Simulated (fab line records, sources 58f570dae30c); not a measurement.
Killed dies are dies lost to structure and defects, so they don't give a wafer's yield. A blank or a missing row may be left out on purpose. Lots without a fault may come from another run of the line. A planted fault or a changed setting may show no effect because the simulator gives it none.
Split-lot experiment | flow berkeley_cmos170 | 5 lots, 23 wafers read, on a route of 331 steps

THE SPLIT
At UCB170_NWELL_IMPLANT_14, the setting dose_cm2 was moved away from the recipe's 1e+13 on 11 of the 23 wafers read, by -5.2% to +2.8%. The other wafers ran this setting at the recipe's value.

FROM THE SPLIT TO THE READING: what the file shows between them, 1 step
- UCB170_NWELL_STRIP_15: strips in O2

THE READING
NWELL_TW, at UCB170_NWELL_TW_MEAS_16. Fault-free wafers of this fab line usually give 1232, standard deviation 6.5.

wafer  | tool, chamber at the split | dose_cm2 as run | against the recipe | NWELL_TW | against lot-mates on the recipe
L075.1 | implanter-03, 0            | 1.028e+13       | +2.8%              | 1250     | +14
L075.2 | implanter-03, 0            | 1.028e+13       | +2.8%              | 1248     | +12
L075.3 | implanter-03, 0            | 1.028e+13       | +2.8%              | 1248     | +12
L075.4 | implanter-03, 0            | 1e+13           | recipe             | 1238     | -
L075.5 | implanter-03, 0            | 1e+13           | recipe             | 1234     | -
L078.3 | implanter-03, 0            | 1e+13           | recipe             | 1223     | -
L078.4 | implanter-03, 0            | 1e+13           | recipe             | 1224     | -
L078.5 | implanter-03, 0            | 1e+13           | recipe             | 1226     | -
L080.1 | implanter-04, 0            | 9.479e+12       | -5.2%              | 1204     | -20
L080.2 | implanter-04, 0            | 1e+13           | recipe             | 1224     | -
L080.3 | implanter-04, 0            | 1e+13           | recipe             | 1225     | -
L080.4 | implanter-04, 0            | 9.479e+12       | -5.2%              | 1204     | -20
L080.6 | implanter-04, 0            | 9.479e+12       | -5.2%              | 1201     | -24
L082.1 | implanter-01, 0            | 1e+13           | recipe             | 1224     | -
L082.2 | implanter-01, 0            | 1e+13           | recipe             | 1214     | -
L082.3 | implanter-01, 0            | 1e+13           | recipe             | 1221     | -
L082.4 | implanter-01, 0            | 9.784e+12       | -2.2%              | 1210     | -10
L082.6 | implanter-01, 0            | 9.784e+12       | -2.2%              | 1218     | -2
L084.1 | implanter-04, 0            | 1e+13           | recipe             | 1237     | -
L084.2 | implanter-04, 0            | 9.546e+12       | -4.5%              | 1224     | -14
L084.3 | implanter-04, 0            | 1e+13           | recipe             | 1238     | -
L084.5 | implanter-04, 0            | 9.546e+12       | -4.5%              | 1214     | -24
L084.6 | implanter-04, 0            | 9.546e+12       | -4.5%              | 1215     | -22

THE FIT
A straight line over all 23 wafers: NWELL_TW changes by +4.56 for each +1% of dose_cm2; r = +0.84; the points scatter about the line by 7.7.
The same after taking each lot's own level away (the mean of its wafers on the recipe; 23 wafers): +4.24 for each +1%; r = +0.97; scatter 3.
On that fit, the largest move of dose_cm2 shifts the reading by 22.
The lots' own levels span 1219.7 to 1237.5, that is 2.7 times the standard deviation above.
So the lot-to-lot level changes the slope little: the two slopes agree.
Check: with one of the wafers moved furthest among these (-5.2%) left out of the fit, the line predicts -21.9 for it against its lot-mates. It came out at -20.5 against them.

OTHER SPLITS ON THESE WAFERS
These wafers also went through other splits before the reading. Each is held against what the fit with the lots' levels taken away leaves over:
other split on the same wafers    | wafers away from the commonest value | r with NWELL_TW (lot level and that fit taken away)
UCB170_ZERO_STRIP_07 o2_flow_sccm | 8                                    | +0.01

THE FILE'S OWN FIT
NWELL_TW changes by +4.21 for each +1% of dose_cm2, r = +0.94.
